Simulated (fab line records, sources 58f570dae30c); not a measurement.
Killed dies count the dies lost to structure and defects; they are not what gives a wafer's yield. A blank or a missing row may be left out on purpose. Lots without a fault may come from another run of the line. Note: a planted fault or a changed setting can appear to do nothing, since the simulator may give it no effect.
Check for tools in common | flow berkeley cmos170 | 42 wafers sampled across 14 lots

## WHY THIS WAS OPENED
2 of 14 lots carry a flag on the reading PWELL_TW at UCB170_PWELL_TW_MEAS_17. Fault-free wafers read 378.7, with a standard deviation of 2.2.
Rule: a lot is flagged in two cases, either no wafer of it has a number, or all its wafers with numbers fall more than 4 standard deviations from that mean. All remaining lots are regarded as sound.

lot  | measured    | on            | PWELL_TW, wafer by wafer | flag
L318 | day 3 00:47 | film metro-04 | 379.6 377.6 376.6        |
L317 | day 3 00:49 | film metro-03 | 378.8 380.5 375.3        |
L319 | day 3 08:37 | film metro-01 | 378.3 379.4 379.5        |
L320 | day 3 13:24 | film metro-04 | 377.0 375.8 375.0        |
L321 | day 3 21:20 | film metro-04 | 376.2 375.8 376.2        |
L322 | day 3 21:31 | film metro-01 | 379.3 379.0 379.2        |
L323 | day 4 07:05 | film metro-01 | 380.1 377.3 379.7        |
L324 | day 4 22:35 | film metro-01 | 378.7 377.7 379.5        |
L329 | day 5 09:05 | film metro-01 | 405.8 404.4 406.3        | FLAGGED
L330 | day 5 19:55 | film metro-03 | 401.7 403.3 404.6        | FLAGGED
L332 | day 6 08:11 | film metro-04 | 374.1 373.9 376.3        |
L334 | day 6 10:29 | film metro-01 | 383.3 381.3 381.4        |
L337 | day 7 00:29 | film metro-04 | 377.2 374.8 375.8        |
L339 | day 7 11:55 | film metro-03 | 380.7 379.8 379.0        |
The numbers of the flagged lots are 404.4 on average: +25.7 against the usual, or +12 standard deviations.

## EACH LOT AND THE TOOL IT RAN ON
The record holds 1 process step before the reading, out of a route of 331 steps. Read each cell as the tool, then ch plus the chambers that the sampled wafers visited, then the start.
lot  | flag    | UCB170_PWELL_IMPLANT_15
L318 |         | implanter-03 ch 0, day 3 00:32
L317 |         | implanter-04 ch 0, day 3 00:34
L319 |         | implanter-04 ch 0, day 3 08:22
L320 |         | implanter-04 ch 0, day 3 13:12
L321 |         | implanter-01 ch 0, day 3 21:07
L322 |         | implanter-04 ch 0, day 3 21:16
L323 |         | implanter-01 ch 0, day 4 06:50
L324 |         | implanter-01 ch 0, day 4 22:22
L329 | FLAGGED | implanter-04 ch 0, day 5 08:50
L330 | FLAGGED | implanter-04 ch 0, day 5 19:41
L332 |         | implanter-01 ch 0, day 6 07:56
L334 |         | implanter-01 ch 0, day 6 10:16
L337 |         | implanter-01 ch 0, day 7 00:14
L339 |         | implanter-01 ch 0, day 7 11:40
These steps, and what they do:
- UCB170_PWELL_IMPLANT_15
- UCB170_PWELL_TW_MEAS_17

## FLAGGED OVER TOTAL, TOOL BY TOOL (the gauges that took the reading come last)
step                    | tool          | lots run | flagged | share of the flagged lots | sound lots run after its first flagged lot
UCB170_PWELL_IMPLANT_15 | implanter-01  | 7        | 0       | none                      | -
UCB170_PWELL_IMPLANT_15 | implanter-03  | 1        | 0       | none                      | -
UCB170_PWELL_IMPLANT_15 | implanter-04  | 6        | 2       | all                       | 0
UCB170_PWELL_TW_MEAS_17 | film metro-01 | 6        | 1       | some                      | 1 (L334)
UCB170_PWELL_TW_MEAS_17 | film metro-03 | 3        | 1       | some                      | 1 (L339)
UCB170_PWELL_TW_MEAS_17 | film metro-04 | 5        | 0       | none                      | -

## THE TABLE: WHAT IT ALLOWS
In the table, 1 row covers all flagged lots: implanter-04 at UCB170_PWELL_IMPLANT_15.
- implanter-04 at UCB170_PWELL_IMPLANT_15: 2 of its 6 lots flagged. Last sound lot L322 at day 3 21:16, first flagged lot L329 at day 5 08:50; a fault beginning in between fits. Its own readings lie more than 4 standard deviations out on every wafer of the flagged lots: dose ions cm2, faraday current uA.
Just one tool remains: implanter-04 at UCB170_PWELL_IMPLANT_15.

## WHAT THE SIMULATOR HAD INSERTED
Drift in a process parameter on implanter-04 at UCB170_PWELL_IMPLANT_15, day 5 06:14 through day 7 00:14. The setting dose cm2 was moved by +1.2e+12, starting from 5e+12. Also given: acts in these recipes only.
Lots struck among those shown: L329, L330. This agrees with what the rule above found.
